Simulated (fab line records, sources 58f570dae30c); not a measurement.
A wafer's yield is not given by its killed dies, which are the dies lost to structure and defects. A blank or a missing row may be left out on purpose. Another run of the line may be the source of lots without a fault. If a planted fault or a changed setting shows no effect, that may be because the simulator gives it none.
2 desks looking at one fault + flow berkeleyCmos170 + numbers are kept per desk, each desk with only its own; the story behind them comes last

== THE METROLOGY DESK ==
What the gauges read, lot by lot, whatever tool the lot ran on: means of the sampled wafers that have a number. If a lot's mean is further than 4 standard deviations from the usual mean, the lot is out of limits and carries the mark OUT (the distance appears in the brackets).
Columns: A = PSD_RS at UCB170_SDANNEAL_RS_MEAS_02, usual 75.54 ohm/sq; B = NSD_RS at UCB170_SDANNEAL_RS_MEAS_03, usual 37.28 ohm/sq; C = PLDD_RS at UCB170_SDANNEAL_RS_MEAS_04, usual 1032.6 ohm/sq; D = NLDD_RS at UCB170_SDANNEAL_RS_MEAS_05, usual 616.7 ohm/sq; E = SILICIDE_TI_RS at UCB170_SILICIDE_RS_MEAS_02, usual 26.17 ohm/sq; F = SILICIDE_TI_THK at UCB170_SILICIDE_THK_MEAS_03, usual 30.33 nm
| lot  | first seen here | A     | B     | C      | D     | E     | F     |
|------|-----------------|-------|-------|--------|-------|-------|-------|
| L359 | day 7 16:42     | 75.36 | 37.23 | 1032.5 | 616.2 | 26.50 | 30.02 |
| L360 | day 7 16:57     | 75.34 | 37.18 | 1031.1 | 614.1 | 26.03 | 30.48 |
| L368 | day 9 08:55     | 75.17 | 37.11 | 1034.8 | 616.7 | 26.31 | 30.17 |
| L370 | day 9 18:35     | 75.61 | 37.51 | 1032.4 | 620.7 | 25.99 | 30.60 |
| L379 | day 11 06:13    | 75.89 | 37.43 | 1034.8 | 617.1 | 26.16 | 30.40 |
| L381 | day 12 05:50    | 75.89 | 37.46 | 1035.7 | 619.9 | 25.89 | 30.62 |
This desk's verdict: no lot among the 6 shows anything out of limits.

== AT THE TOOL OWNER'S DESK: rtpAnneal-01 ==
Per lot that ran on this tool, the mean of the sampled wafers carrying a number, from the tool's own readings at UCB170_SILICIDE_RTA_04 (time 15 s). If a lot's mean is further than 4 standard deviations from the usual mean, the lot is out of limits and carries the mark OUT (the distance appears in the brackets).
Columns: A = chamberO2Ppm at UCB170_SILICIDE_RTA_04, usual 1.998; B = lampPowerPct at UCB170_SILICIDE_RTA_04, usual 10.46 %; C = wafer_temp_C_max at UCB170_SILICIDE_RTA_04, usual 653.3
| lot  | first seen here | A                        | B     | C     |
|------|-----------------|--------------------------|-------|-------|
| L359 | day 7 17:26     | 2.001                    | 10.50 | 652.2 |
| L368 | day 9 09:40     | 61.997 (+99 or more) OUT | 10.49 | 652.8 |
| L370 | day 9 19:20     | 62.000 (+99 or more) OUT | 10.50 | 653.5 |
This desk's finding: out of limits on L368, L370; first on L368, day 9 09:40 (chamberO2Ppm at UCB170_SILICIDE_RTA_04). In limits: L359.

== BROUGHT TOGETHER ==
An alarm could have come from the tool owner's desk at day 9 09:40, on L368, L370.
Metrology desk: nothing out of limits seen.
The metrology desk has L368, L370 on record, within its limits.
Of the lots named, all ran UCB170_SILICIDE_RTA_04 on rtpAnneal-01.

== WHAT THE SIMULATOR HAD PUT IN ==
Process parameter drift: rtpAnneal-01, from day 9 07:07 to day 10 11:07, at UCB170_SILICIDE_RTA_04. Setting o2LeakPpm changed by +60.
Shown lots that were struck: L368, L370.
How many hours passed from the start of the fault until each desk's first out-of-limits reading: the tool owner's desk, 3.
